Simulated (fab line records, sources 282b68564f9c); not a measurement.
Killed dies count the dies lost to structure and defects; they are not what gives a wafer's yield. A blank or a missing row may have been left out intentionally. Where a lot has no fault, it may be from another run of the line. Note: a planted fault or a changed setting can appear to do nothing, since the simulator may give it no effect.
fab line records	flow rit-cmos
[record] lots = 7	wafers = 21	last-day = 7
route steps=202 shown PWELL@44 WELLDRIVE@50 NWELL@51 NRETRO@53 M1@202
lots that met no fault: taken from a fault-free run of the same line
start-h: the number of hours between the record's first day and the start of the first shown wafer of the lot	wait-h: hours elapsed since this lot's preceding step	" repeats the value in the row above	L1.1+2: several wafers, shown together as one row	- no value, or no start given	* or withheld: withheld	< > ~ a bound
route shown NAME@n: a module of which the file shows steps, and the number in the route of the first	usual: mean and standard deviation over wafers with no fault	same: alike in all rows	chamber/n: place in a boat	sites: each site's reading	_std_site: the values' standard deviation	_edge_site: the outer-site mean with the inner-site mean subtracted	radius-mm: how far each site lies from the wafer's centre	mask NAME#n: copy n	behind: tool/chamber where the wafer was last shaped	hold: cause of the lot's hold/its duration in hours/its outcome	device: whichever transistor did not switch (one of n, p or np)	end of line: at the end of the route, the tests of the same wafers	step lacking rows: just its recipe	killed: the dies lost at the first sort to structure and to defects; this is not the yield of the wafer	map: a wafer's dies, marking killed ones x, the rest . and places with no die _
set.NAME: setting as actually run; set.NAME@STEP: the setting as run at that earlier step	model.NAME: the simulator's own value behind a step, which no gauge read
a table for each step, a row for each wafer; lots at some steps of the route
services: a tool's chamber out of use, with start hour (start-h, from the record's first day; less than 0 if before it), hours out, and reason
[[steps]]
[step RIT_PWELL_DEVELOP_05]
[recipe] resist = NOVOLAK	develop-time-s = 68	dev-temp-c = 22.57
[step RIT_PWELL_OVL_MEAS_06]
[usual] PWELL_OVL = 0.4/0.96
lot.wafer	tool	chamber	start-h	wait-h	PWELL_OVL[nm]
L391.3	overlay-02	-	33.41	-	-0.9
L391.4	"	-	"	"	-0.9
L391.5	"	-	"	"	-0.3
L392.1	overlay-01	-	37.78	-	0.1
L392.2	"	-	"	"	-0.3
L392.4	"	-	"	"	0.3
L393.2	overlay-01	-	42.63	-	1.6
L393.3	"	-	"	"	2.5
L393.6	"	-	"	"	1.1
L394.3	overlay-02	-	49.14	-	0.9
L394.4	"	-	"	"	-0.7
L394.6	"	-	"	"	-0.3
L404.2	overlay-02	-	98.04	-	1.5
L404.3	"	-	"	"	1.0
L404.4	"	-	"	"	1.5
L408.1	overlay-01	-	118.93	-	1.3
L408.5	"	-	"	"	-0.2
L408.6	"	-	"	"	0.5
L412.2	overlay-02	-	138.08	-	-0.3
L412.5	"	-	"	"	-0.1
L412.6	"	-	"	"	-1.2
[step RIT_PWELL_HARDBAKE_07]
[recipe] resist = NOVOLAK	temp-c = 140	time-s = 120
[step RIT_PWELL_IMPLANT_08]
[recipe] species = B	energy-kev = 170	dose-cm2 = 7e+13	tilt-deg = 7
[step RIT_PWELL_STRIP_09]
[recipe] chemistry = O2	time-s = 180	resist = NOVOLAK	platen-temp-c = withheld	power-w = 500	pressure-mtorr = 4000	o2-flow-sccm = 4000
[usual] chamber-pressure-mTorr = 4000/4.2	drypump-motor-current-A = 5.4/0.67
lot.wafer	tool	chamber	start-h	wait-h	chamber-pressure-mTorr	drypump-motor-current-A	rf-hours-counter-h
L391.3	plasma-asher-02	0	33.89	0.1	4000	5.1	-
L391.4	"	1	"	"	4005	4.6	-
L391.5	"	1	"	"	4001	4.6	-
L392.1	plasma-asher-02	1	38.22	0.1	3997	4.7	40
L392.2	"	0	"	"	3994	5.1	40
L392.4	"	0	"	"	3994	5.1	-
L393.2	plasma-asher-04	1	43.06	0.1	4000	5.9	26
L393.3	"	0	"	"	3997	6.3	-
L393.6	"	0	"	"	4003	6.3	-
L394.3	plasma-asher-02	0	49.62	0.1	4004	5.1	-
L394.4	"	1	"	"	4001	4.7	-
L394.6	"	1	"	"	4003	4.7	-
L404.2	plasma-asher-01	0	98.47	0.1	3993	4.9	45
L404.3	"	1	"	"	3998	6.4	-
L404.4	"	0	"	"	3993	5.0	-
L408.1	plasma-asher-02	0	119.37	0.1	3999	5.2	0
L408.5	"	1	"	"	3997	4.7	-
L408.6	"	0	"	"	3999	5.2	-
L412.2	plasma-asher-01	0	138.51	0.1	3999	4.9	50
L412.5	"	1	"	"	4003	6.4	-
L412.6	"	0	"	"	3994	4.9	-
[step RIT_PWELL_TW_MEAS_10]
[usual] PWELL_TW = 951/7.4
lot.wafer	tool	chamber	start-h	wait-h	PWELL_TW
L391.3	film-metro-04	-	34.03	0.1	960
L391.4	"	-	"	"	962
L391.5	"	-	"	"	966
L392.1	film-metro-04	-	38.39	0.1	959
L392.2	"	-	"	"	962
L392.4	"	-	"	"	962
L393.2	film-metro-03	-	43.24	0.1	950
L393.3	"	-	"	"	956
L393.6	"	-	"	"	950
L394.3	film-metro-03	-	49.76	0.1	950
L394.4	"	-	"	"	954
L394.6	"	-	"	"	957
L404.2	film-metro-01	-	98.66	0.1	946
L404.3	"	-	"	"	943
L404.4	"	-	"	"	941
L408.1	film-metro-04	-	119.55	0.1	957
L408.5	"	-	"	"	958
L408.6	"	-	"	"	950
L412.2	film-metro-01	-	138.69	0.1	950
L412.5	"	-	"	"	946
L412.6	"	-	"	"	949
[step RIT_WELLDRIVE_ANNEAL_00]
[recipe] temp-c = 1100	time-s = 14700	ambient = N2
[step RIT_WELLDRIVE_RS_MEAS_01]
[recipe] thk-meas-gauge = four-point-probe
[usual] NWELL_RS = 275.2/0.84
lot.wafer	tool	chamber	start-h	wait-h	NWELL_RS[ohm/sq]
L391.3	film-metro-03	-	39.43	0.0	276.6
L391.4	"	-	"	"	276.6
L391.5	"	-	"	"	276.3
L392.1	film-metro-04	-	43.54	0.0	275.5
L392.2	"	-	"	"	275.5
L392.4	"	-	"	"	275.2
L393.2	film-metro-04	-	48.64	0.0	275.3
L393.3	"	-	"	"	275.8
L393.6	"	-	"	"	275.9
L394.3	film-metro-01	-	54.92	0.0	274.3
L394.4	"	-	"	"	273.7
L394.6	"	-	"	"	274.0
L404.2	film-metro-01	-	104.59	0.0	275.9
L404.3	"	-	"	"	276.3
L404.4	"	-	"	"	276.5
L408.1	film-metro-01	-	124.69	0.0	275.6
L408.5	"	-	"	"	274.3
L408.6	"	-	"	"	275.8
L412.2	film-metro-04	-	143.85	0.0	276.4
L412.5	"	-	"	"	276.2
L412.6	"	-	"	"	275.1
[step RIT_WELLDRIVE_RS_MEAS_02]
[recipe] thk-meas-gauge = four-point-probe
[usual] PWELL_RS = 429.0/1.1
lot.wafer	tool	chamber	start-h	wait-h	PWELL_RS[ohm/sq]
L391.3	film-metro-03	-	39.55	0.1	429.9
L391.4	"	-	"	"	430.0
L391.5	"	-	"	"	428.7
L392.1	film-metro-04	-	43.66	0.1	429.5
L392.2	"	-	"	"	430.3
L392.4	"	-	"	"	428.9
L393.2	film-metro-04	-	48.76	0.1	428.6
L393.3	"	-	"	"	429.3
L393.6	"	-	"	"	429.9
L394.3	film-metro-01	-	55.04	0.1	430.3
L394.4	"	-	"	"	428.2
L394.6	"	-	"	"	428.8
L404.2	film-metro-01	-	104.71	0.1	430.8
L404.3	"	-	"	"	428.7
L404.4	"	-	"	"	428.8
L408.1	film-metro-01	-	124.81	0.1	429.6
L408.5	"	-	"	"	428.7
L408.6	"	-	"	"	430.3
L412.2	film-metro-04	-	143.97	0.1	428.8
L412.5	"	-	"	"	428.4
L412.6	"	-	"	"	428.0
[step RIT_NRETRO_HMDS_00]
[recipe] prime-time-s = 60	prime-temp-c = 140
[step RIT_NRETRO_COAT_01]
[recipe] resist = NOVOLAK	spin-rpm = 2000	resist-thk-nm = 1300
[step RIT_NRETRO_SOFTBAKE_02]
[recipe] resist = NOVOLAK	temp-c = 90	time-s = 60
[step RIT_NRETRO_EXPOSE_03]
[recipe] mask-id = M4	na = 0.57	target-cd-nm = 43900	dose-mj = 250
lot.wafer	tool	chamber	start-h	wait-h	mask	model.NRETRO.overlay-x-nm
L391.3+4+5	iline-stepper-01	0	40.12	0.1	M4#0	1.507
L392.1+2+4	iline-stepper-01	0	44.23	0.1	M4#0	-301
L393.2+3+6	iline-stepper-01	0	49.59	0.1	M4#0	-300.3
L394.3+4+6	iline-stepper-01	0	55.61	0.1	M4#0	-300.8
L404.2+3+4	iline-stepper-02	0	105.40	0.2	M4#0	-0.5148
L408.1+5+6	iline-stepper-02	0	125.50	0.2	M4#0	-1.363
L412.2+5+6	iline-stepper-02	0	144.66	0.2	M4#0	-0.5656
[step RIT_NRETRO_PEB_04]
[recipe] resist = NOVOLAK	temp-c = withheld	time-s = withheld
[step RIT_NRETRO_DEVELOP_05]
[recipe] resist = NOVOLAK	develop-time-s = 68	dev-temp-c = 23
[step RIT_NRETRO_OVL_MEAS_06]
[usual] NRETRO_OVL = 0.1/1.3
lot.wafer	tool	chamber	start-h	wait-h	NRETRO_OVL[nm]
L391.3	overlay-02	-	40.52	-	-0.5
L391.4	"	-	"	"	-0.9
L391.5	"	-	"	"	0.7
L392.1	overlay-01	-	44.66	-	-300.4
L392.2	"	-	"	"	-301.5
L392.4	"	-	"	"	-301.0
L393.2	overlay-01	-	50.00	-	-300.6
L393.3	"	-	"	"	-300.6
L393.6	"	-	"	"	-298.6
L394.3	overlay-02	-	56.02	-	-301.2
L394.4	"	-	"	"	-299.6
L394.6	"	-	"	"	-300.1
L404.2	overlay-01	-	105.82	-	1.0
L404.3	"	-	"	"	0.9
L404.4	"	-	"	"	-0.3
L408.1	overlay-02	-	125.93	-	-2.3
L408.5	"	-	"	"	-0.4
L408.6	"	-	"	"	-0.7
L412.2	overlay-02	-	145.08	-	-0.5
L412.5	"	-	"	"	0.6
L412.6	"	-	"	"	-1.3
[step RIT_NRETRO_HARDBAKE_07]
[recipe] resist = NOVOLAK	temp-c = 140	time-s = 120
[step RIT_M1_PROBE_99]
[usual] killed-at-contacts = 0.1/0.28	killed-at-front-end = 7.0/2.9	killed-dies = 7.0/2.9	killed-open = 3.4/2.1	killed-short = 3.6/1.7
[same] gross-dies = 264	killed_at_M0_to_M3 = 0	killed_at_M4_up = 0	killed-at-back-side = 0	killed-at-other = 0
lot.wafer	tool	chamber	start-h	wait-h	killed-at-contacts	killed-at-front-end	killed-dies	killed-open	killed-short	model.etest.well-edge-right.line-ohm-um	model.etest.retro-edge-nmos.off-log10-a-um	model.etest.retro-edge-pmos.off-log10-a-um
L391.3	prober-02	-	69.27	0.2	0	3	3	1	2	181.8	-10.36	-10.62
L391.4	prober-02	-	69.32	0.2	0	5	5	2	3	182.5	-9.86	-10.27
L391.5	prober-02	-	69.37	0.2	0	9	9	5	4	185.3	-10.21	-10.24
L392.1	prober-01	-	72.36	0.1	0	5	5	3	2	183.5	-7.768	-7.828
L392.2	prober-01	-	72.41	0.1	1	6	7	4	3	185.5	-7.598	-7.352
L392.4	prober-01	-	72.51	0.2	0	9	9	4	5	186.4	-7.569	-7.606
L393.2	prober-02	-	78.93	0.1	0	9	9	2	7	187.2	-8.127	-8.14
L393.3	prober-02	-	78.98	0.2	0	14	14	6	8	185.7	-8.066	-8.091
L393.6	prober-02	-	79.13	0.2	0	12	12	6	6	182.3	-7.699	-7.931
L394.3	prober-02	-	85.10	0.2	0	7	7	5	2	185.1	-7.732	-8.162
L394.4	prober-02	-	85.15	0.2	0	5	5	4	1	186.9	-7.945	-8.158
L394.6	prober-02	-	85.25	0.2	0	4	4	4	0	187.5	-8.182	-8.62
L404.2	prober-02	-	135.51	0.1	0	12	12	5	7	182.3	-9.924	-10.52
L404.3	prober-02	-	135.56	0.2	0	11	11	7	4	182.7	-9.999	-10.43
L404.4	prober-02	-	135.61	0.2	0	10	10	7	3	184.1	-9.972	-10.48
L408.1	prober-01	-	155.54	0.1	0	6	6	3	3	183.6	-10.43	-10.4
L408.5	prober-01	-	155.74	0.2	0	7	7	3	4	180.7	-10.32	-10.45
L408.6	prober-01	-	155.79	0.2	0	4	4	1	3	182.9	-10.41	-10.27
L412.2	prober-01	-	176.78	0.1	0	5	5	3	2	185.1	-10.47	-10.68
L412.5	prober-01	-	176.93	0.2	0	6	6	4	2	184	-10.21	-10.18
L412.6	prober-01	-	176.98	0.2	0	8	8	3	5	183.4	-10.29	-10.51
// killed by level:class
L391.3 SPACER:geometric-particle:short=2 FOX1:geometric-particle:open=1
L391.4 SPACER:geometric-particle:short=2 FOX2:geometric-particle:open=1 GATE:geometric-particle:open=1 REOX:geometric-particle:short=1
L391.5 SPACER:geometric-particle:short=2 SPACER:geometric-particle:open=2 GATE:geometric-particle:short=1 GATE:geometric-particle:open=1 REOX:geometric-particle:open=1 SILICIDE:geometric-particle:open=1 SILICIDE:geometric-particle:short=1
L392.1 FOX1:geometric-particle:short=1 GATE:geometric-particle:short=1 GATE:geometric-particle:open=1 REOX:geometric-particle:open=1 SILICIDE:geometric-particle:open=1
L392.2 FOX1:geometric-particle:short=3 GATE:geometric-particle:open=1 REOX:geometric-particle:open=1 SILICIDE:geometric-particle:open=1 CONTACT:geometric-particle:open=1
L392.4 FOX1:geometric-particle:short=3 GATE:geometric-particle:open=3 GATE:geometric-particle:short=2 SILICIDE:geometric-particle:open=1
L393.2 GATE:geometric-particle:short=3 FOX1:geometric-particle:short=2 FOX1:geometric-particle:open=1 FOX2:geometric-particle:short=1 GATE:geometric-particle:open=1 REOX:geometric-particle:short=1
L393.3 GATE:geometric-particle:short=5 GATE:geometric-particle:open=4 FOX2:geometric-particle:short=1 SPACER:geometric-particle:short=1 SPACER:geometric-particle:open=1 SILICIDE:geometric-particle:short=1 SILICIDE:geometric-particle:open=1
L393.6 GATE:geometric-particle:open=3 GATE:geometric-particle:short=2 REOX:geometric-particle:open=2 SILICIDE:geometric-particle:short=2 FOX1:geometric-particle:short=1 SPACER:geometric-particle:short=1 SILICIDE:geometric-particle:open=1
L394.3 REOX:geometric-particle:open=3 GATE:geometric-particle:short=2 GATE:geometric-particle:open=1 SPACER:geometric-particle:open=1
L394.4 FOX1:geometric-particle:open=2 FOX1:geometric-particle:short=1 REOX:geometric-particle:open=1 SPACER:geometric-particle:open=1
L394.6 FOX1:geometric-particle:open=2 FOX2:geometric-particle:open=1 SPACER:geometric-particle:open=1
L404.2 SILICIDE:geometric-particle:short=4 FOX1:geometric-particle:short=2 GATE:geometric-particle:open=2 SILICIDE:geometric-particle:open=2 FOX1:geometric-particle:open=1 REOX:geometric-particle:short=1
L404.3 FOX1:geometric-particle:open=3 SILICIDE:geometric-particle:open=3 FOX2:geometric-particle:short=2 FOX1:geometric-particle:short=1 FOX2:geometric-particle:open=1 GATE:geometric-particle:short=1
L404.4 GATE:geometric-particle:open=4 GATE:geometric-particle:short=2 FOX2:geometric-particle:open=1 REOX:geometric-particle:open=1 SPACER:geometric-particle:short=1 SILICIDE:geometric-particle:open=1
L408.1 GATE:geometric-particle:open=2 GATE:geometric-particle:short=2 SPACER:geometric-particle:short=1 SILICIDE:geometric-particle:open=1
L408.5 GATE:geometric-particle:open=3 FOX1:geometric-particle:short=1 FOX2:geometric-particle:short=1 SPACER:geometric-particle:short=1 SILICIDE:geometric-particle:short=1
L408.6 GATE:geometric-particle:short=2 FOX2:geometric-particle:open=1 SPACER:geometric-particle:short=1
L412.2 SPACER:geometric-particle:open=3 FOX1:geometric-particle:short=1 SILICIDE:geometric-particle:short=1
L412.5 FOX1:geometric-particle:open=3 FOX2:geometric-particle:short=1 FOX2:geometric-particle:open=1 GATE:geometric-particle:short=1
L412.6 GATE:geometric-particle:short=2 GATE:geometric-particle:open=2 SPACER:geometric-particle:short=2 REOX:geometric-particle:short=1 REOX:geometric-particle:open=1
[[services]]
tool	chamber	start-h	hours	kind
iline-stepper-01	-	75.50	1.7	pm
iline-stepper-01	-	91.00	2.1	pm
iline-stepper-01	-	93.08	-	consumable-replace:lamp
iline-stepper-02	-	97.59	1.7	pm
plasma-asher-02	-	108.80	9.0	pm
plasma-asher-02	0	108.80	9.0	vent-cycle
plasma-asher-02	1	108.80	9.0	vent-cycle
plasma-asher-02	0	117.80	-	clean
plasma-asher-02	1	117.80	-	clean
[[key]]
[first-sign] step = RIT_NRETRO_OVL_MEAS_06	reading = NRETRO_OVL	direction = down	sigmas = 99+	usual = 0.1	struck = -300.4
effect none on later readings
[model-effect] step = RIT_NRETRO_EXPOSE_03	value = NRETRO.overlay-x-nm	without = -0.6892	struck = -300.7
[model-effect] step = RIT_M1_PROBE_99	value = etest.well-edge-right.line-ohm-um	without = 182.4	struck = 185.6
met-at RIT_NRETRO_EXPOSE_03
struck-wafers L392.1,L392.2,L392.4,L393.2,L393.3,L393.6,L394.3,L394.4,L394.6
tester-left-out L392,L393,L394
onset-between 40.12 44.23
[fault] kind = scanner-matching-overlay	tool = iline-stepper-01	chamber = -	onset-h = 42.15	steps = RIT_NRETRO_EXPOSE_03	offset = -300
// tester-left-out: of these lots the tester's yield and bins aren't shown, on N5 and GAA mostly nor the transistor test; their killed dies are dies lost to structure and defects alone, not to doping, threshold or leakage, so they don't give the yield
